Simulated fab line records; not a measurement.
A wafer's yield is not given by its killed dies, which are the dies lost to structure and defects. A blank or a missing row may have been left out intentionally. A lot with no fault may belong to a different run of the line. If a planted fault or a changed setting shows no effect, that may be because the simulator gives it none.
Struck lot and sound lot, side by side :: flow berkeley cmos170 :: 25 steps out of a route of 331
Sound: these wafers, L648.1, L648.5, L648.6. Struck: wafers L645.1, L645.4, L645.6. The cause is named last.
Order at every step that has rows: each side's tool, ch and its chambers, its first start. Under that, the readings that differ: sound wafers :: struck wafers :: difference of the means :: sigmas: that difference in standard deviations of wafers without a fault.
alike: same words and numbers on both sides, and readings whose means sit less than 2 such deviations apart. not compared: any withheld reading, any reading some wafer has no value for, any bound like >300 that may hide the same value, and any number with overlapping values for which the record gives no deviation.
Wherever a step has rows on one side only, a row that says differs or no value, or a row with sigmas, the two part there. When numbers do not overlap yet have no deviation, they are printed without sigmas and do not part them. Lack of a reading on every wafer of one side parts them only where that side has two or more wafers.

first, 4 steps without rows for these wafers: UCB170_PWELL_WET_ETCH_19 (etches Si3N4 in H3PO4, time 14400 s); UCB170_PWELL_WET_ETCH_20 (etches SiO2 in BOE, time 22 s); UCB170_WELLDRIVE_CLEAN_00 (cleans in SPM, time 600 s); UCB170_WELLDRIVE_OXIDATION_01 (target thk 199 nm, ox time 9000 s).
UCB170_WELLDRIVE_THK_MEAS_02:
  sound on film metro-01 at day 5 21:59; struck on film metro-03 at day 5 15:58
  alike: WELLDRIVE_OXIDE_THK
then, 5 steps without rows for these wafers: UCB170_WELLDRIVE_ANNEAL_03 (time 900 s); UCB170_WELLDRIVE_WET_ETCH_04 (etches SiO2 in BOE, time 120 s); UCB170_ACTIVE_CLEAN_00 (cleans in SPM, time 600 s); UCB170_ACTIVE_CLEAN_01 (cleans in dHF, time 60 s); UCB170_ACTIVE_OXIDATION_02 (target thk 26.4 nm, ox time 1260 s).
UCB170_ACTIVE_THK_MEAS_03:
  sound on film metro-02 at day 6 10:46; struck on film metro-02 at day 6 01:22
  alike: ACTIVE_OXIDE_THK
then, 1 step without rows for these wafers: UCB170_ACTIVE_ANNEAL_04 (time 900 s).
UCB170_ACTIVE_CVD_05: deposits Si3N4 from SiH2Cl2/NH3, target thk 220 nm, time 3300 s.
  sound on lpcvd-02 ch 0, day 6 15:20; struck on lpcvd-01 ch 1, day 6 07:59
reading: pressure mtorr (mTorr)
sound: 200.8 201.3 200.7
struck: 199.9 199.5 199.8
difference: -1.2
sigmas: -3

reading: model.Si3N4_of_ACTIVE_CVD_05.thk nm (nm)
sound: 220.1 220.1 220
struck: 321.8 320.2 320.8
difference: +100.9
sigmas: 
  alike: spike tc load C, spike tc source C
UCB170_ACTIVE_THK_MEAS_06:
  sound on film metro-04 at day 6 17:15; struck on film metro-04 at day 6 09:54
reading: ACTIVE_NITRIDE_THK (nm)
sound: 220.0 220.1 219.9
struck: 321.9 320.3 320.5
difference: +100.9
sigmas: +42
then, 6 steps without rows for these wafers: UCB170_ACTIVE_HMDS_07 (prime time 60 s); UCB170_ACTIVE_COAT_08 (resist thk 900 nm); UCB170_ACTIVE_SOFTBAKE_09 (time 60 s); UCB170_ACTIVE_EXPOSE_10 (exposes mask ACTIVE, target cd 1200 nm); UCB170_ACTIVE_PEB_11; UCB170_ACTIVE_DEVELOP_12 (develop time 45 s).
UCB170_ACTIVE_CD_MEAS_13 targets a cd of 1200 nm.
  sound on cd sem-02 at day 6 18:25; struck on cd sem-02 at day 6 11:17
  alike: cd nm
UCB170_ACTIVE_OVL_MEAS_14:
  sound on overlay-01 at day 6 18:32; struck on overlay-01 at day 6 11:24
  alike: ACTIVE_OVL
UCB170_ACTIVE_ETCH_15: etches Si3N4 in CH3F/Ar/O2, stops on SiO2, target depth 242 nm, time 151 s.
  sound on rie diel-01 ch 0,2,3, day 6 18:35; struck on rie diel-04 ch 0,2,3, day 6 11:26
reading: oes product au (a.u.)
sound: 0.948 0.948 0.922
struck: 0.996 0.997 0.990
difference: +0.055
sigmas: +4

reading: model.etch.depth nm (nm)
sound: 220.1 220.1 220
struck: 241.5 245.3 238.4
difference: +21.7
sigmas: 
  alike: O2_flow_sccm, drypump motor current A, throttle valve pct
  not compared: rf hours counter h
UCB170_ACTIVE_STRIP_16: strips in O2.
  sound on plasma asher-02 ch 0,1, day 6 18:41; struck on plasma asher-01 ch 0,1, day 6 11:32
  alike: drypump motor current A, oes product au, strip time to endpoint s
  not compared: rf hours counter h
-- the record jumps here: 4 days lie between the struck wafers' starts before and after (it left off in module ACTIVE and takes up again in module M3, whose first step shown is number 331 of the route) --
UCB170_M3_PROBE_99:
  record: rows for the struck wafers here (prober-01, day 10 17:03), none for the sound ones

## WHERE THEY PART
First at UCB170_ACTIVE_CVD_05; last, within this record, at UCB170_M3_PROBE_99.

WHY: what the simulator had put in
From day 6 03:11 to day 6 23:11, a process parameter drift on lpcvd-01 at UCB170_ACTIVE_CVD_05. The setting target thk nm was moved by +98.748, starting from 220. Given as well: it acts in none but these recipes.
